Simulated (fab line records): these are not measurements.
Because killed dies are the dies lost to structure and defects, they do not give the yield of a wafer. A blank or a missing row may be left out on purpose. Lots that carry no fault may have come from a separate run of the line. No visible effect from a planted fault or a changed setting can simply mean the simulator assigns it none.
Which tool is to blame? | flow ritCmos | 14 lots, 42 wafers sampled, at 5 steps of a route of 202

## WHAT THE GAUGES READ, wafer by wafer
RIT_FOX2_THK_MEAS_01. Usual: FOX2_OXIDE_THK typically reads 354 nm, with standard deviation 5.6.
lot  | measured    | on           | FOX2_OXIDE_THK (nm) | flag
L847 | day 1 19:03 | filmMetro-02 | 365 356 356         | 
L848 | day 1 23:29 | filmMetro-02 | 356 351 358         | 
L849 | day 2 05:43 | filmMetro-01 | 352 350 346         | 
L850 | day 2 09:40 | filmMetro-01 | 357 357 362         | 
L852 | day 2 23:24 | filmMetro-02 | 360 361 357         | 
L853 | day 3 01:55 | filmMetro-04 | 353 358 357         | 
L856 | day 3 15:30 | filmMetro-04 | 358 362 359         | 
L860 | day 4 11:52 | filmMetro-04 | 359 356 357         | 
L863 | day 5 02:46 | filmMetro-04 | 345 348 353         | 
L864 | day 5 10:23 | filmMetro-02 | 348 343 349         | 
L867 | day 6 00:10 | filmMetro-01 | 348 345 347         | 
L868 | day 6 03:41 | filmMetro-01 | 354 351 353         | 
L869 | day 6 09:19 | filmMetro-04 | 356 356 357         | 
L870 | day 6 16:19 | filmMetro-02 | 346 346 355         | 

RIT_REOX_THK_MEAS_04. Usual: REOX_OXIDE_THK typically reads 25.0 nm, with standard deviation 0.49.
lot  | measured    | on           | REOX_OXIDE_THK (nm) | flag
L847 | day 2 16:43 | filmMetro-03 | 24.9 24.6 24.5      | 
L848 | day 2 22:05 | filmMetro-01 | 25.1 25.3 25.4      | 
L849 | day 3 04:50 | filmMetro-04 | 25.1 25.1 25.3      | 
L850 | day 3 07:08 | filmMetro-03 | 25.8 25.6 25.4      | 
L852 | day 3 22:39 | filmMetro-03 | 25.6 25.1 25.5      | 
L853 | day 3 23:42 | filmMetro-03 | 25.1 24.9 24.9      | 
L856 | day 4 12:41 | filmMetro-03 | 24.8 24.6 24.9      | 
L860 | day 5 14:29 | filmMetro-01 | 24.4 24.7 24.9      | 
L863 | day 6 02:43 | filmMetro-03 | 25.7 26.1 26.0      | 
L864 | day 6 09:36 | filmMetro-03 | 24.6 24.8 24.2      | 
L867 | day 7 00:25 | filmMetro-01 | 24.4 23.5 24.3      | 
L868 | day 7 02:44 | filmMetro-01 | 25.6 25.5 25.3      | 
L869 | day 7 06:56 | filmMetro-01 | 24.4 24.7 24.3      | 
L870 | day 7 14:34 | filmMetro-01 | 25.3 25.4 25.4      | 

RIT_CONTACT_THK_MEAS_01. Usual: CONTACT_TEOS_THK typically reads 399 nm, with standard deviation 5.4.
lot  | measured    | on           | CONTACT_TEOS_THK (nm) | flag
L847 | day 3 02:47 | filmMetro-03 | 400 400 404           | 
L848 | day 3 08:02 | filmMetro-03 | 398 402 402           | 
L849 | day 3 15:37 | filmMetro-03 | 398 411 404           | 
L850 | day 3 17:16 | filmMetro-01 | 397 403 399           | 
L852 | day 4 08:32 | filmMetro-04 | 401 391 394           | 
L853 | day 4 09:49 | filmMetro-01 | 436 440 444           | OFF
L856 | day 4 22:49 | filmMetro-04 | 431 440 444           | OFF
L860 | day 6 00:34 | filmMetro-01 | 396 405 396           | 
L863 | day 6 13:32 | filmMetro-01 | 393 404 399           | 
L864 | day 6 19:37 | filmMetro-03 | 390 394 406           | 
L867 | day 7 10:23 | filmMetro-03 | 402 402 400           | 
L868 | day 7 13:43 | filmMetro-03 | 396 405 404           | 
L869 | day 7 16:56 | filmMetro-03 | 391 398 401           | 
L870 | day 8 00:41 | filmMetro-04 | 384 390 397           | 

## WHAT TOOL EACH LOT RAN ON (gives the tool, then ch and the chambers of the sampled wafers, and finally the start)
lot  | RIT_NSD_STRIP_09                   | RIT_CONTACT_CVD_00
L847 | plasmaAsher-02 ch 0,1, day 2 23:37 | pecvd-04 ch 1,2, day 3 02:42
L848 | plasmaAsher-01 ch 0,1, day 3 04:55 | pecvd-03 ch 0,1,2, day 3 07:59
L849 | plasmaAsher-02 ch 0,1, day 3 12:32 | pecvd-02 ch 0,1,2, day 3 15:33
L850 | plasmaAsher-03 ch 0,1, day 3 14:01 | pecvd-04 ch 0,1,2, day 3 17:13
L852 | plasmaAsher-02 ch 0,1, day 4 05:14 | pecvd-02 ch 0,1,2, day 4 08:29
L853 | plasmaAsher-03 ch 0,1, day 4 06:31 | pecvd-04 ch 0,1,2, day 4 09:45
L856 | plasmaAsher-03 ch 1, day 4 19:34   | pecvd-04 ch 0,1,2, day 4 22:46
L860 | plasmaAsher-03 ch 0,1, day 5 21:24 | pecvd-03 ch 0,1,2, day 6 00:31
L863 | plasmaAsher-03 ch 0,1, day 6 10:24 | pecvd-03 ch 0,1, day 6 13:28
L864 | plasmaAsher-02 ch 1, day 6 16:22   | pecvd-02 ch 0,1,2, day 6 19:34
L867 | plasmaAsher-01 ch 0,1, day 7 07:17 | pecvd-02 ch 0,1, day 7 10:19
L868 | plasmaAsher-01 ch 0,1, day 7 10:36 | pecvd-04 ch 0,1,2, day 7 13:38
L869 | plasmaAsher-02 ch 0,1, day 7 13:41 | pecvd-03 ch 1,2, day 7 16:53
L870 | plasmaAsher-01 ch 0,1, day 7 21:25 | pecvd-02 ch 0,1,2, day 8 00:38
- RIT_NSD_STRIP_09: strips in O2, time 180 s.
- RIT_CONTACT_CVD_00: deposits SiO2 from TEOS, target thk 400 nm, time 61 s.

## WHAT THE TOOLS THEMSELVES READ (means of the sampled wafers that have a number; where no wafer has one, the mark that the record gives instead)
RIT_NSD_STRIP_09. Usual: 5.87 A for drypumpMotorCurrentA, sd 0.22.
lot  | tool           | drypumpMotorCurrentA (A) | flag
L847 | plasmaAsher-02 | 5.83                     | 
L848 | plasmaAsher-01 | 6.11                     | 
L849 | plasmaAsher-02 | 5.82                     | 
L850 | plasmaAsher-03 | 5.74                     | 
L852 | plasmaAsher-02 | 5.84                     | 
L853 | plasmaAsher-03 | 5.75                     | 
L856 | plasmaAsher-03 | 6.03                     | 
L860 | plasmaAsher-03 | 5.88                     | 
L863 | plasmaAsher-03 | 5.73                     | 
L864 | plasmaAsher-02 | 5.82                     | 
L867 | plasmaAsher-01 | 6.12                     | 
L868 | plasmaAsher-01 | 6.12                     | 
L869 | plasmaAsher-02 | 5.82                     | 
L870 | plasmaAsher-01 | 5.93                     | 

RIT_CONTACT_CVD_00. Usual: heaterPowerW 296 W, standard deviation 43; rfFwdPowerW 396.3 W, standard deviation 1.5.
lot  | tool     | heaterPowerW (W) | rfFwdPowerW (W) | flag
L847 | pecvd-04 | 290              | 397.3           | 
L848 | pecvd-03 | 267              | 394.9           | 
L849 | pecvd-02 | 329              | 397.6           | 
L850 | pecvd-04 | 311              | 395.5           | 
L852 | pecvd-02 | 327              | 396.4           | 
L853 | pecvd-04 | 245              | 554.8           | OFF
L856 | pecvd-04 | 227              | 555.6           | OFF
L860 | pecvd-03 | 226              | 396.0           | 
L863 | pecvd-03 | 267              | 398.8           | 
L864 | pecvd-02 | 332              | 396.7           | 
L867 | pecvd-02 | 327              | 396.9           | 
L868 | pecvd-04 | 289              | 395.8           | 
L869 | pecvd-03 | 276              | 396.1           | 
L870 | pecvd-02 | 289              | 396.5           | 

## THE ANSWER, worked out from the rows above alone
Rule: a lot is off if the mean of its wafers that have a number lies more than 3 standard deviations from the usual mean. Also off: a lot with no number at a reading for which 4 or more lots have one. Any other lot the step has rows for is counted as sound. After the gauges, taken in route order, come the tools' own readings; for these a lot's mean is taken, as printed above. At the first step where some lot is off, the reading lying furthest off is the one used; lots without a number count as furthest.
Off: L853, L856, seen at RIT_CONTACT_THK_MEAS_01 (CONTACT_TEOS_THK).
If a tool, at a process step before that reading, ran all the lots that are off and no sound lot after the first of them, it fits. The gauges at RIT_CONTACT_THK_MEAS_01 aren't tried: what is off there is off at RIT_CONTACT_CVD_00 too, on other tools, and a gauge's error can't cause that. No candidate that was tried fits.

## WHAT HAD BEEN PUT IN BY THE SIMULATOR
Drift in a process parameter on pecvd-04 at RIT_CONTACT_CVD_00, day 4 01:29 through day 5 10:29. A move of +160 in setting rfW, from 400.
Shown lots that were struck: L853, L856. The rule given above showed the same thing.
